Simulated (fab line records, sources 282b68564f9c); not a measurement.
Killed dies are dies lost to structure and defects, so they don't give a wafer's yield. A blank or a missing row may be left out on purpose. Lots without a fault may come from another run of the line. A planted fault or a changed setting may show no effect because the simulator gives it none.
Which tool did it? | flow rit_cmos | 11 lots, 33 wafers sampled, at 3 steps of a route of 202

WHAT THE GAUGES READ, wafer by wafer
RIT_PWELL_TW_MEAS_10. Usual: PWELL_TW 958, standard deviation 8.6.
lot  | measured    | on            | PWELL_TW       | flag
L733 | day 1 22:34 | film_metro-03 | 948 955 952    |
L734 | day 2 04:06 | film_metro-03 | 940 945 945    |
L735 | day 2 09:20 | film_metro-04 | 974 968 967    |
L736 | day 2 13:44 | film_metro-01 | 966 969 972    |
L737 | day 2 19:02 | film_metro-03 | 948 946 947    |
L738 | day 2 23:41 | film_metro-04 | 962 958 962    |
L739 | day 3 04:28 | film_metro-04 | 965 962 960    |
L740 | day 3 10:16 | film_metro-04 | 1911 1919 1913 | OFF
L741 | day 3 14:37 | film_metro-03 | 1883 1887 1869 | OFF
L742 | day 3 20:47 | film_metro-04 | 1928 1917 1914 | OFF
L743 | day 4 02:06 | film_metro-03 | 1907 1901 1892 | OFF

RIT_WELLDRIVE_RS_MEAS_02: measures by four-point-probe. Usual: PWELL_RS 429.3 ohm/sq, standard deviation 1.1.
lot  | measured    | on            | PWELL_RS (ohm/sq) | flag
L733 | day 2 03:50 | film_metro-01 | 428.6 427.9 429.0 |
L734 | day 2 09:23 | film_metro-01 | 430.2 430.1 430.6 |
L735 | day 2 14:37 | film_metro-03 | 427.0 427.9 428.2 |
L736 | day 2 19:41 | film_metro-03 | 428.8 428.5 428.1 |
L737 | day 3 00:17 | film_metro-01 | 429.4 428.6 429.2 |
L738 | day 3 04:57 | film_metro-04 | 428.9 429.0 429.1 |
L739 | day 3 10:02 | film_metro-03 | 429.1 429.1 428.9 |
L740 | day 3 15:34 | film_metro-04 | 463.5 463.7 463.9 | OFF
L741 | day 3 20:20 | film_metro-03 | 465.5 464.5 465.1 | OFF
L742 | day 4 02:14 | film_metro-04 | 464.7 466.1 466.6 | OFF
L743 | day 4 07:34 | film_metro-01 | 465.3 465.7 466.5 | OFF

WHICH TOOL RAN EACH LOT (tool, then ch and the chambers of the sampled wafers, then the start)
lot  | RIT_PWELL_IMPLANT_08
L733 | implanter-03 ch 0, day 1 22:15
L734 | implanter-03 ch 0, day 2 03:47
L735 | implanter-03 ch 0, day 2 09:02
L736 | implanter-01 ch 0, day 2 13:24
L737 | implanter-03 ch 0, day 2 18:43
L738 | implanter-01 ch 0, day 2 23:22
L739 | implanter-03 ch 0, day 3 04:09
L740 | implanter-04 ch 0, day 3 09:59
L741 | implanter-01 ch 0, day 3 14:17
L742 | implanter-04 ch 0, day 3 20:28
L743 | implanter-01 ch 0, day 4 01:47
- RIT_PWELL_IMPLANT_08

WHAT THE TOOLS THEMSELVES READ (means of the sampled wafers that have a number; where no wafer has one, the mark that the record gives instead)
The record holds no such reading with a usual standard deviation.

THE ANSWER, worked out from the rows above alone
Rule: a lot is off if the mean of its wafers that have a number lies more than 3 standard deviations from the usual mean. A lot without any number at a reading at which 4 lots or more have one is off too. The other lots that the step has rows for count as sound. The gauges are gone through in route order, then the tools' own readings, and for those a lot's mean is taken as printed above. The first step at which some lot is off is used, and at that step the reading that is off furthest; a lot without a number counts as furthest.
Off: L740, L741, L742, L743, at RIT_PWELL_TW_MEAS_10 (PWELL_TW).
A tool fits if, at a process step before that reading, it ran every lot that is off, and no sound lot after the first of them. The gauges at RIT_PWELL_TW_MEAS_10 are tried like those tools. None of those tried fits.

WHAT THE SIMULATOR HAD PUT IN
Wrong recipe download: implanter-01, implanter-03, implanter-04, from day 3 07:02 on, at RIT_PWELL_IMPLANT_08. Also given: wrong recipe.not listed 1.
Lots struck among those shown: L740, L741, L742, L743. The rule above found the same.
